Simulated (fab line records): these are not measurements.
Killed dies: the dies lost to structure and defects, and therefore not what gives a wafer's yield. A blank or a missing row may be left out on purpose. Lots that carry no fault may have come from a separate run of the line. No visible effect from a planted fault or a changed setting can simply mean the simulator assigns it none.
A sampling plan put to the test | flow berkeley_cmos170 | one fab line, 32 faults that these records tell of, each judged on the records of the lots that it struck
The plan is the line's own looks: the steps of the route at which a gauge or an inspection reads the wafer and doesn't change it. A look can be judged if struck wafers have a number there and the file gives its usual mean and standard deviation on fault-free wafers. Caught: at a look after the fault's first step, the mean of the struck wafers lies 4 or more of those standard deviations (sigma) from the usual mean. On the tool: the identical test, applied to the tool's own readings at the steps of the fault. Caught also covers a different recipe on the struck wafers, or a record left blank for those wafers only.

## THE FAULTS, as the simulator had put them in
1. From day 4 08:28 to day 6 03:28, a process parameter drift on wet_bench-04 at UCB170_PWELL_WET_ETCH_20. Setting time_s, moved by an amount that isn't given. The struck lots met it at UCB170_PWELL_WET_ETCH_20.
2. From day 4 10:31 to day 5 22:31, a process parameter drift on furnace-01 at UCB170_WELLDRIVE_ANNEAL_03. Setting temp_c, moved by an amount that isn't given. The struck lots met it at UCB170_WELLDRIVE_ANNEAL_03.
3. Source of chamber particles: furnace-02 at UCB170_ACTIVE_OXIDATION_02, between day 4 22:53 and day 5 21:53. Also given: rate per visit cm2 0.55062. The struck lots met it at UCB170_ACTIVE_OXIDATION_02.
4. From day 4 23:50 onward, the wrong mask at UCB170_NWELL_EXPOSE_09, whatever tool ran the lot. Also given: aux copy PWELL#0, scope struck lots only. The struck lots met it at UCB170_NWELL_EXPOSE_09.
5. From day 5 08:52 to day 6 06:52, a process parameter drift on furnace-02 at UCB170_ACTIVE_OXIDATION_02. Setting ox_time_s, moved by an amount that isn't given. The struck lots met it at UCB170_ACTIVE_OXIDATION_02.
6. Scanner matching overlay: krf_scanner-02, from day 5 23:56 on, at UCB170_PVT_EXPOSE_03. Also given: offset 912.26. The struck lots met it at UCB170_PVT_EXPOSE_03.
7. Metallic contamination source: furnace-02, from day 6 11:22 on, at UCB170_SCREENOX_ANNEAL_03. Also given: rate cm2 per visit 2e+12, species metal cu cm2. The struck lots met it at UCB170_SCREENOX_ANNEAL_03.
8. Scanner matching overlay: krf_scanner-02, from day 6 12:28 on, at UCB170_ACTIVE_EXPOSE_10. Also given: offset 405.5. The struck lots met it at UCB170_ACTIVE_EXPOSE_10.
9. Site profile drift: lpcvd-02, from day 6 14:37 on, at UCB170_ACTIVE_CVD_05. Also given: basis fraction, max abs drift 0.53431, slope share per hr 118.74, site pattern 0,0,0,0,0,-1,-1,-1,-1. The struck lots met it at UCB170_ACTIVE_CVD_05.
10. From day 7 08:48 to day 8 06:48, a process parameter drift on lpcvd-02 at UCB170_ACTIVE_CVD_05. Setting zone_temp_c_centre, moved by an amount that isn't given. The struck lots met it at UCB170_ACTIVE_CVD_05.
11. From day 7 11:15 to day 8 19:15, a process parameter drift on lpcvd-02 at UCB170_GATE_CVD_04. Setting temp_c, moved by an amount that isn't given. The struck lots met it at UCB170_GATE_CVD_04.
12. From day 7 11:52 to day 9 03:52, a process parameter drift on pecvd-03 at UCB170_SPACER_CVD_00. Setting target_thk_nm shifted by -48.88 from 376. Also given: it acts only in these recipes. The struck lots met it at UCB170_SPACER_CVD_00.
13. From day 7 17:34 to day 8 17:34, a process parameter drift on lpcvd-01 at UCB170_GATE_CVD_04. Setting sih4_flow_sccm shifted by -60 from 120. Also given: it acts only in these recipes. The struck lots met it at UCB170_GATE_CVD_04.
14. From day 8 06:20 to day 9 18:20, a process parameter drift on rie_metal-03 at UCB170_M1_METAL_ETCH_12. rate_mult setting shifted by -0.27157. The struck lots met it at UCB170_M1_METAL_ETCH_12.
15. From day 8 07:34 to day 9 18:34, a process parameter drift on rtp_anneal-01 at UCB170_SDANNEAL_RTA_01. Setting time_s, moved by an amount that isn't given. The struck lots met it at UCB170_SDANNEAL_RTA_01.
16. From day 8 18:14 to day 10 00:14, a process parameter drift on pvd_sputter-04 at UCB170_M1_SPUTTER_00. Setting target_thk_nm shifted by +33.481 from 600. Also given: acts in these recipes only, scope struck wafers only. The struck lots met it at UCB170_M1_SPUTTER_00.
17. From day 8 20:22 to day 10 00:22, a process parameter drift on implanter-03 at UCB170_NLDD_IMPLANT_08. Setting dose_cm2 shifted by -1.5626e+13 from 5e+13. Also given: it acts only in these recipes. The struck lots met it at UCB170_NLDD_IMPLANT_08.
18. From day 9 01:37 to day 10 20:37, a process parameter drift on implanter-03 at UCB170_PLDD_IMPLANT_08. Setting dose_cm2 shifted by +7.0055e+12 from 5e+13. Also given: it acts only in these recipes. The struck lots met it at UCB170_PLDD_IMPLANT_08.
19. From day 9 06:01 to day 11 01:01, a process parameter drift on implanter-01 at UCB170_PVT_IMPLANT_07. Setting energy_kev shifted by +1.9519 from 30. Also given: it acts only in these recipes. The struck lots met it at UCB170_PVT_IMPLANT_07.
20. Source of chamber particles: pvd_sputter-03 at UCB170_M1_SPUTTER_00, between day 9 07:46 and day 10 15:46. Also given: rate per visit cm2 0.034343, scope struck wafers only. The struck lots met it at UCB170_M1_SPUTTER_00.
21. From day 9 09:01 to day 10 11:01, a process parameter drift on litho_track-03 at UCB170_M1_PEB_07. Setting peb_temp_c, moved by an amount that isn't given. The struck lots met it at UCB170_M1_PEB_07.
22. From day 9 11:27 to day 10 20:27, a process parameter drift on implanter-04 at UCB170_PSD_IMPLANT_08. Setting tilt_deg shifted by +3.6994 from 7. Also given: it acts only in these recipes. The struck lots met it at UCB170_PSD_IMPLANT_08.
23. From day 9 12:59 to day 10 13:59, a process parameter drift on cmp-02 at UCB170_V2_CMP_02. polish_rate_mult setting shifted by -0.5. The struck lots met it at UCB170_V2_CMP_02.
24. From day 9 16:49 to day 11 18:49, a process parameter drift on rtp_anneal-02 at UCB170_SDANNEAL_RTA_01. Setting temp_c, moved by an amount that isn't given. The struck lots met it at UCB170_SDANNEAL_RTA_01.
25. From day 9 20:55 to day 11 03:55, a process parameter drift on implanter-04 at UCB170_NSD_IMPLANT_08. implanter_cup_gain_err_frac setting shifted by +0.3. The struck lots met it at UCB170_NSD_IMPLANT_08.
26. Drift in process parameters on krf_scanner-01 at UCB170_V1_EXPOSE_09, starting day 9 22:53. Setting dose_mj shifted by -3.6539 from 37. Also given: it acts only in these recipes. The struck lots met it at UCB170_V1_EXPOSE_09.
27. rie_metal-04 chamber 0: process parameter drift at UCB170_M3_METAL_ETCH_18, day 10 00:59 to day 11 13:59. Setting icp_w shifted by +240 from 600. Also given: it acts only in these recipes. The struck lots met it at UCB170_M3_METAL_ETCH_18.
28. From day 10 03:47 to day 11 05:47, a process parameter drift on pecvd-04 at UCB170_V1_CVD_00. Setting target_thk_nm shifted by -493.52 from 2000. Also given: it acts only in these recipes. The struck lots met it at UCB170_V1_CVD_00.
29. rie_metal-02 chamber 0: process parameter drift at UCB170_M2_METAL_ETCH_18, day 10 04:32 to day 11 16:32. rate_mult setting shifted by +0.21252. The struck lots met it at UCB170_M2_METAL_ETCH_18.
30. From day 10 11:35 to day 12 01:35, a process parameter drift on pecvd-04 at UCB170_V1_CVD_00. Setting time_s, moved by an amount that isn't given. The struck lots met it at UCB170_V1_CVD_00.
31. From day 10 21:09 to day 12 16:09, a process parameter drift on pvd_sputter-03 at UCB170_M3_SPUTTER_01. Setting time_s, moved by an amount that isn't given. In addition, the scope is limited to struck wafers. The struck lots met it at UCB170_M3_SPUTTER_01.
32. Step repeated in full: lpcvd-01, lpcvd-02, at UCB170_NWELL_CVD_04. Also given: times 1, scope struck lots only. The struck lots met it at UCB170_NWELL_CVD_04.

## WHAT THE PLAN SAW
fault | on the tool itself                               | first look that catches it                      | reading, sigma                                   | median hours from its first step to that look | hours from the fault's start to the first struck lot there | judged looks passed uncaught
1     | run_length_s -7.5 sigma                          | no look after it can be judged                  | -                                                | -                                             | -                                                          | 0
2     | tube_center_temp_C -99 or beyond sigma           | no look after it can be judged                  | -                                                | -                                             | -                                                          | 0
3     | under 2 sigma                                    | not the one look that can be judged after it    | -                                                | -                                             | -                                                          | 1
4     | under 2 sigma                                    | UCB170_NWELL_TW_MEAS_16                         | NWELL_TW -99 or beyond                           | 1.1                                           | 1                                                          | 0
5     | under 2 sigma                                    | UCB170_ACTIVE_THK_MEAS_03                       | ACTIVE_OXIDE_THK +28                             | 1.4                                           | 9                                                          | 0
6     | under 2 sigma                                    | UCB170_PVT_OVL_MEAS_06                          | PVT_OVL +99 or beyond                            | 0.7                                           | 3                                                          | 0
7     | no reading that can be judged                    | none of the 7 looks that can be judged after it | -                                                | -                                             | -                                                          | 7
8     | no reading that can be judged                    | UCB170_ACTIVE_OVL_MEAS_14                       | ACTIVE_OVL +68                                   | 0.8                                           | 1                                                          | 0
9     | under 2 sigma                                    | UCB170_ACTIVE_THK_MEAS_06                       | ACTIVE_NITRIDE_THK -34                           | 2.0                                           | 7                                                          | 0
10    | spike_tc_centre_C +20 sigma                      | UCB170_ACTIVE_THK_MEAS_06                       | ACTIVE_NITRIDE_THK +23                           | 1.9                                           | 7                                                          | 0
11    | susceptor_temp_C -44 sigma                       | UCB170_GATE_THK_MEAS_05                         | GATE_POLY_THK -26                                | 1.4                                           | 13                                                         | 0
12    | under 2 sigma                                    | UCB170_SPACER_THK_MEAS_01                       | SPACER_TEOS_THK -10                              | 0.1                                           | 3                                                          | 0
13    | sih4_flow_sccm -99 or beyond sigma               | UCB170_GATE_THK_MEAS_05                         | GATE_POLY_THK -53                                | 1.4                                           | 15                                                         | 0
14    | only faintly: oes_product_au -3.0 sigma          | UCB170_M1_CD_MEAS_90                            | cd_nm +4.2                                       | 0.4                                           | 6                                                          | 0
15    | under 2 sigma                                    | UCB170_SDANNEAL_RS_MEAS_02                      | PSD_RS -4.7                                      | 0.1                                           | 7                                                          | 0
16    | under 2 sigma                                    | UCB170_M1_RS_MEAS_01                            | M1_AL_RS -5.2                                    | 0.1                                           | 25                                                         | 0
17    | dose_ions_cm2 -99 or beyond sigma                | UCB170_NLDD_TW_MEAS_11                          | NLDD_TW -7.7                                     | 0.4                                           | 7                                                          | 0
18    | dose_ions_cm2 +99 or beyond sigma                | UCB170_SDANNEAL_RS_MEAS_04                      | PLDD_RS -22                                      | 12.4                                          | 15                                                         | 0
19    | beam_energy_keV +99 or beyond sigma              | not the one look that can be judged after it    | strongest: PVT_TW at UCB170_PVT_TW_MEAS_09, +3.8 | -                                             | -                                                          | 1
20    | under 2 sigma                                    | none of the 2 looks that can be judged after it | -                                                | -                                             | -                                                          | 2
21    | heater_power_total_W -10 sigma                   | not the one look that can be judged after it    | strongest: cd_nm at UCB170_M1_CD_MEAS_09, +3.1   | -                                             | -                                                          | 1
22    | tilt_deg +99 or beyond sigma                     | not the one look that can be judged after it    | -                                                | -                                             | -                                                          | 1
23    | under 2 sigma                                    | UCB170_V2_THK_MEAS_04                           | V2_POLISHED_THK +99 or beyond                    | 0.4                                           | 15                                                         | 0
24    | wafer_temp_C_max +20 sigma                       | UCB170_SDANNEAL_RS_MEAS_02                      | PSD_RS -30                                       | 0.1                                           | 0                                                          | 0
25    | faraday_current_uA +15 sigma                     | UCB170_NSD_TW_MEAS_10                           | NSD_TW -4.4                                      | 0.2                                           | 6                                                          | 0
26    | exposure_dose_mJ_cm2 -78 sigma                   | UCB170_V1_CD_MEAS_12                            | cd_nm -10                                        | 0.6                                           | 1                                                          | 0
27    | rf_fwd_power_W +99 or beyond sigma               | UCB170_M3_CD_MEAS_90                            | cd_nm -4.8                                       | 0.3                                           | 7                                                          | 0
28    | under 2 sigma                                    | UCB170_V1_THK_MEAS_01                           | V1_TEOS_THK -18                                  | 0.2                                           | 3                                                          | 0
29    | only faintly: drypump_motor_current_A -2.0 sigma | not the one look that can be judged after it    | strongest: cd_nm at UCB170_M2_CD_MEAS_90, -3.8   | -                                             | -                                                          | 1
30    | run_length_s +49 sigma                           | UCB170_V1_THK_MEAS_01                           | V1_TEOS_THK +6.3                                 | 0.2                                           | 5                                                          | 0
31    | under 2 sigma                                    | UCB170_M3_RS_MEAS_02                            | M3_AL_RS -39                                     | 0.1                                           | 5                                                          | 0
32    | under 2 sigma                                    | UCB170_NWELL_THK_MEAS_05                        | NWELL_NITRIDE_THK +99 or beyond                  | 4.5                                           | -                                                          | 0
A dash: this means the fault isn't caught or the number doesn't appear in these records.

Caught at a look: 23 of 32. Caught on the tool: 15 of 32. By one or the other: 28 of 32.
Faults caught by the tool alone: 1, 2, 19, 21, 22.
Caught at a look alone: faults 4, 5, 6, 8, 9, 12, 14, 15, 16, 23, 28, 31, 32.
Caught by neither: faults 3, 7, 20, 29.

## THINNER SAMPLING
If the look that catches a fault measured only every second or every third lot, by lot number, the first struck lot would be measured this late in the worst case:
fault | struck lots at that look, in order of time | every lot | every second lot | every third lot
4     | L575                                       | 1 h       | may miss it      | may miss it
5     | L517, L518, L519, L520                     | 9 h       | 19 h             | 19 h
6     | L114, L116, L115, L117                     | 3 h       | 14 h             | 14 h
8     | L147, L146, L149, L150                     | 1 h       | 1 h              | may miss all 4
9     | L407, L408, L409, L410                     | 7 h       | 7 h              | 15 h
10    | L980, L981                                 | 7 h       | 7 h              | may miss all 2
11    | L192, L196, L197                           | 13 h      | 29 h             | 29 h
12    | L356, L360                                 | 3 h       | may miss all 2   | may miss all 2
13    | L936, L938, L937                           | 15 h      | 15 h             | 15 h
14    | L879, L882                                 | 6 h       | 33 h             | may miss all 2
15    | L428, L430, L432                           | 7 h       | may miss all 3   | 30 h
16    | L479                                       | 25 h      | may miss it      | may miss it
17    | L506, L507                                 | 7 h       | 11 h             | may miss all 2
18    | L502, L506                                 | 15 h      | may miss all 2   | may miss all 2
23    | L247, L249, L251                           | 15 h      | may miss all 3   | 18 h
24    | L352, L353                                 | 0 h       | 11 h             | may miss all 2
25    | L238, L240                                 | 6 h       | may miss all 2   | may miss all 2
26    | L447, L448, L450, L451                     | 1 h       | 1 h              | may miss all 4
27    | L348, L351                                 | 7 h       | 12 h             | may miss all 2
28    | L439, L441                                 | 3 h       | may miss all 2   | may miss all 2
30    | L136, L138                                 | 5 h       | may miss all 2   | may miss all 2
31    | L294, L296                                 | 5 h       | may miss all 2   | may miss all 2
Hours count from the start of the fault until the first struck lot that is measured. The limit of 4 sigma was tested on all struck wafers together, so one lot alone may lie under it. Other struck lots may not be in these records.

## THE LONGEST TIMED WAY FROM STEP TO LOOK
Fault 18: a median of 12.4 hours passes between UCB170_PLDD_IMPLANT_08 and UCB170_SDANNEAL_RS_MEAS_04. No look between them can be judged.
